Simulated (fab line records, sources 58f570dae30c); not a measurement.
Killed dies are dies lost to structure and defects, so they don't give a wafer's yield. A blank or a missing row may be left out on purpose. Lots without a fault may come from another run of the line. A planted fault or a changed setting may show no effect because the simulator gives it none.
Which tool did it? | flow berkeley_cmos170 | 15 lots, 45 wafers sampled, at 5 steps of a route of 331

WHAT THE GAUGES READ, wafer by wafer
UCB170_NWELL_TW_MEAS_16. Usual: NWELL_TW 1250, standard deviation 9.6.
lot  | measured    | on            | NWELL_TW       | flag
L321 | day 2 15:33 | film_metro-04 | 1262 1266 1260 |
L322 | day 3 01:46 | film_metro-01 | 1242 1247 1244 |
L324 | day 3 01:54 | film_metro-02 | 1245 1247 1239 |
L323 | day 3 02:17 | film_metro-01 | 1246 1242 1243 |
L325 | day 3 08:47 | film_metro-04 | 1268 1269 1264 |
L327 | day 3 19:04 | film_metro-02 | 1244 1246 1249 |
L328 | day 4 00:36 | film_metro-01 | 1251 1251 1250 |
L329 | day 4 01:05 | film_metro-02 | 1245 1243 1236 |
L330 | day 4 10:05 | film_metro-01 | 1251 1248 1250 |
L332 | day 4 16:05 | film_metro-01 | 1254 1245 1247 |
L333 | day 5 03:15 | film_metro-01 | 1249 1247 1244 |
L336 | day 5 15:26 | film_metro-04 | 1264 1258 1261 |
L337 | day 5 22:47 | film_metro-01 | 1244 1247 1247 |
L339 | day 6 09:31 | film_metro-04 | 1262 1254 1262 |
L342 | day 6 20:01 | film_metro-02 | 1238 1242 1234 |

UCB170_ACTIVE_OVL_MEAS_14. Usual: ACTIVE_OVL -2 nm, standard deviation 4.8.
lot  | measured    | on         | ACTIVE_OVL (nm)               | flag
L321 | day 4 20:11 | overlay-01 | -1 3 -1                       |
L322 | day 5 06:24 | overlay-02 | -2 -3 -2                      |
L324 | day 5 06:11 | overlay-02 | 3 -5 1                        |
L323 | day 5 06:15 | overlay-01 | -1 -3 -5                      |
L325 | day 5 11:44 | overlay-01 | -5 -10 -6                     |
L327 | day 6 00:18 | overlay-02 | -158 -157 -160 -158 -157 -163 | OFF
L328 | day 6 07:39 | overlay-02 | -3 -2 -7                      |
L329 | day 6 07:55 | overlay-02 | -151 -153 -148 -152 -157 -151 | OFF
L330 | day 6 13:40 | overlay-02 | -169 -158 -166 -172 -158 -169 | OFF
L332 | day 7 01:33 | overlay-01 | 2 11 7                        |
L333 | day 7 10:26 | overlay-01 | -158 -161 -163 -158 -161 -162 | OFF
L336 | day 7 18:58 | overlay-01 | -1 -7 -4                      |
L337 | day 8 06:46 | overlay-01 | -3 0 -2                       |
L339 | day 8 19:11 | overlay-01 | 12 0 0                        |
L342 | day 9 01:28 | overlay-02 | -4 0 -3                       |

UCB170_GATE_THK_MEAS_02. Usual: GATE_OXIDE_THK 6.61 nm, standard deviation 0.15.
lot  | measured     | on            | GATE_OXIDE_THK (nm) | flag
L321 | day 6 18:59  | film_metro-03 | 6.37 6.59 6.49      |
L322 | day 7 06:55  | film_metro-04 | 6.52 6.41 6.54      |
L324 | day 7 06:50  | film_metro-02 | 6.64 6.49 6.48      |
L323 | day 7 06:50  | film_metro-03 | 6.71 6.75 6.61      |
L325 | day 7 06:50  | film_metro-04 | 6.87 6.78 6.66      |
L327 | day 8 00:52  | film_metro-04 | 6.59 6.61 6.56      |
L328 | day 8 00:52  | film_metro-03 | 6.57 6.46 6.48      |
L329 | day 8 00:55  | film_metro-03 | 6.52 6.62 6.73      |
L330 | day 8 13:43  | film_metro-03 | 6.51 6.44 6.44      |
L332 | day 9 03:04  | film_metro-04 | 6.75 6.73 6.91      |
L333 | day 9 10:49  | film_metro-02 | 6.44 6.52 6.47      |
L336 | day 9 22:14  | film_metro-03 | 6.56 6.62 6.54      |
L337 | day 10 10:52 | film_metro-04 | 6.60 6.48 6.50      |
L339 | day 10 23:03 | film_metro-04 | 6.64 6.56 6.73      |
L342 | day 10 23:06 | film_metro-02 | 6.68 6.68 6.72      |

UCB170_M2_CD_MEAS_15: target cd 700 nm. Usual: cd_nm 699.6 nm, standard deviation 1.3.
lot  | measured     | on        | cd_nm (nm)        | flag
L321 | day 8 10:17  | cd_sem-01 | 698.9 698.9 699.0 |
L322 | day 9 05:18  | cd_sem-01 | 700.4 700.5 699.6 |
L324 | day 9 05:50  | cd_sem-02 | 697.9 697.0 697.9 |
L323 | day 9 05:34  | cd_sem-02 | 699.3 700.2 699.1 |
L325 | day 9 01:37  | cd_sem-01 | 698.3 698.0 697.6 |
L327 | day 9 21:00  | cd_sem-02 | 699.0 698.9 698.7 |
L328 | day 9 19:52  | cd_sem-02 | 698.5 699.5 697.7 |
L329 | day 9 23:51  | cd_sem-02 | 698.9 700.9 698.5 |
L330 | day 10 16:44 | cd_sem-01 | 698.1 698.9 699.2 |
L332 | day 10 16:55 | cd_sem-01 | 700.9 701.6 702.9 |
L333 | day 11 08:52 | cd_sem-02 | 702.2 701.8 701.5 |
L336 | day 11 14:52 | cd_sem-01 | 699.1 698.7 699.2 |
L337 | day 12 07:22 | cd_sem-02 | 700.4 698.7 701.2 |
L339 | day 12 22:22 | cd_sem-02 | 701.3 700.1 700.0 |
L342 | day 12 22:28 | cd_sem-02 | 698.1 700.0 698.6 |

WHICH TOOL RAN EACH LOT (tool, then ch and the chambers of the sampled wafers, then the start)
lot  | UCB170_ACTIVE_EXPOSE_10
L321 | krf_scanner-01 ch 0, day 4 19:31
L322 | krf_scanner-01 ch 0, day 5 05:46
L324 | krf_scanner-01 ch 0, day 5 05:16
L323 | krf_scanner-02 ch 0, day 5 05:29
L325 | krf_scanner-02 ch 0, day 5 11:01
L327 | krf_scanner-02 ch 0, day 5 23:47
L328 | krf_scanner-01 ch 0, day 6 07:09
L329 | krf_scanner-02 ch 0, day 6 07:23
L330 | krf_scanner-02 ch 0, day 6 13:04
L332 | krf_scanner-01 ch 0, day 7 00:26
L333 | krf_scanner-02 ch 0, day 7 09:38
L336 | krf_scanner-01 ch 0, day 7 17:55
L337 | krf_scanner-01 ch 0, day 8 06:16
L339 | krf_scanner-01 ch 0, day 8 18:41
L342 | krf_scanner-01 ch 0, day 9 00:35
- UCB170_ACTIVE_EXPOSE_10: exposes mask ACTIVE, target cd 1200 nm.

WHAT THE TOOLS THEMSELVES READ (means of the sampled wafers that have a number; where no wafer has one, the mark that the record gives instead)
The record holds no such reading with a usual standard deviation.

THE ANSWER, worked out from the rows above alone
Rule: a lot is off if the mean of its wafers that have a number lies more than 3 standard deviations from the usual mean. A lot without any number at a reading at which 4 lots or more have one is off too. The other lots that the step has rows for count as sound. The gauges are gone through in route order, then the tools' own readings, and for those a lot's mean is taken as printed above. The first step at which some lot is off is used, and at that step the reading that is off furthest; a lot without a number counts as furthest.
Off: L327, L329, L330, L333, at UCB170_ACTIVE_OVL_MEAS_14 (ACTIVE_OVL).
A tool fits if, at a process step before that reading, it ran every lot that is off, and no sound lot after the first of them. The gauges at UCB170_ACTIVE_OVL_MEAS_14 are tried like those tools. One fits: krf_scanner-02 at UCB170_ACTIVE_EXPOSE_10. Its last sound lot is L325 (day 5 11:01), its first lot that is off L327 (day 5 23:47): a fault that began between those two fits.

WHAT THE SIMULATOR HAD PUT IN
Scanner matching overlay: krf_scanner-02, from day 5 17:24 on, at UCB170_ACTIVE_EXPOSE_10. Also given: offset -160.
Lots struck among those shown: L327, L329, L330, L333. The rule above found the same.
